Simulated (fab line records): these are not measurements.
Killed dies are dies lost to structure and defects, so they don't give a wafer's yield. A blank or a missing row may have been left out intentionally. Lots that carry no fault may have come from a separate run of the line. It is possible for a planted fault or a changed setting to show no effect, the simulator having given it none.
Split-lot trial -- flow rit_cmos -- 4 lots, 21 wafers read, on a route of 202 steps

== THE SPLIT ITSELF ==
At RIT_PWELL_IMPLANT_08, the setting energy_kev was moved away from the recipe's 170 on 9 of the 21 wafers read, by -3.8% to -2.0%. The other wafers ran this setting at the recipe's value.

The reading comes from the split's own step.

== THE READING ==
The simulator's own value implant.drp_nm, read by no gauge, in nm at RIT_PWELL_IMPLANT_08. The file gives no usual value for it.

wafer,"tool, chamber at the split",energy_kev as run,against the recipe,"implant.drp_nm, nm",against lot-mates on the recipe
L077.1,"implanter-01, 0",170,recipe,102.9,-
L077.4,"implanter-01, 0",170,recipe,102.9,-
L077.5,"implanter-01, 0",170,recipe,102.9,-
L077.2,"implanter-01, 0",166.6,-2.0%,102.2,-0.7
L077.3,"implanter-01, 0",166.6,-2.0%,102.2,-0.7
L077.6,"implanter-01, 0",166.6,-2.0%,102.2,-0.7
L078.4,"implanter-01, 0",170,recipe,102.9,-
L078.5,"implanter-01, 0",170,recipe,102.9,-
L078.6,"implanter-01, 0",170,recipe,102.9,-
L079.1,"implanter-02, 0",170,recipe,102.9,-
L079.2,"implanter-02, 0",170,recipe,102.9,-
L079.6,"implanter-02, 0",170,recipe,102.9,-
L079.3,"implanter-02, 0",163.6,-3.8%,101.5,-1.4
L079.4,"implanter-02, 0",163.6,-3.8%,101.5,-1.4
L079.5,"implanter-02, 0",163.6,-3.8%,101.5,-1.4
L085.1,"implanter-02, 0",170,recipe,102.9,-
L085.2,"implanter-02, 0",170,recipe,102.9,-
L085.6,"implanter-02, 0",170,recipe,102.9,-
L085.3,"implanter-02, 0",166.2,-2.2%,102.1,-0.8
L085.4,"implanter-02, 0",166.2,-2.2%,102.1,-0.8
L085.5,"implanter-02, 0",166.2,-2.2%,102.1,-0.8

THE FIT
A straight line over all 21 wafers: implant.drp_nm changes by +0.367 nm for each +1% of energy_kev; r = +1.00; the points scatter about the line by 0.016 nm.
The same after taking each lot's own level away (the mean of its wafers on the recipe; 21 wafers): +0.367 nm for each +1%; r = +1.00; scatter 0.016 nm.
According to that fit, moving energy_kev by its largest amount changes the reading by 1.4 nm.
The lots' own levels span 102.90 to 102.90 nm.
The two slopes are in agreement: the lot-to-lot level therefore moves the slope only a little.
Check: for one of the wafers moved furthest among these (-3.8%), held out of the fit, the line's prediction against its lot-mates is -1.37 nm. It came out at -1.4 nm against them.

== OTHER SPLITS ON THESE WAFERS ==
These wafers also went through other splits before the reading. Each is held against what the fit with the lots' levels taken away leaves over:
other split on the same wafers,wafers away from the commonest value,r with implant.drp_nm (lot level and that fit taken away)
RIT_ACTIVE_CVD_03 temp_c,12,-0.06
RIT_ACTIVE_CLEAN_16 time_s,15,-0.12
RIT_PWELL_COAT_01 resist_thk_nm,6,-0.35

== THE FILE'S OWN FIT ==
implant.drp_nm changes by +0.362 nm for each +1% of energy_kev, r = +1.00.
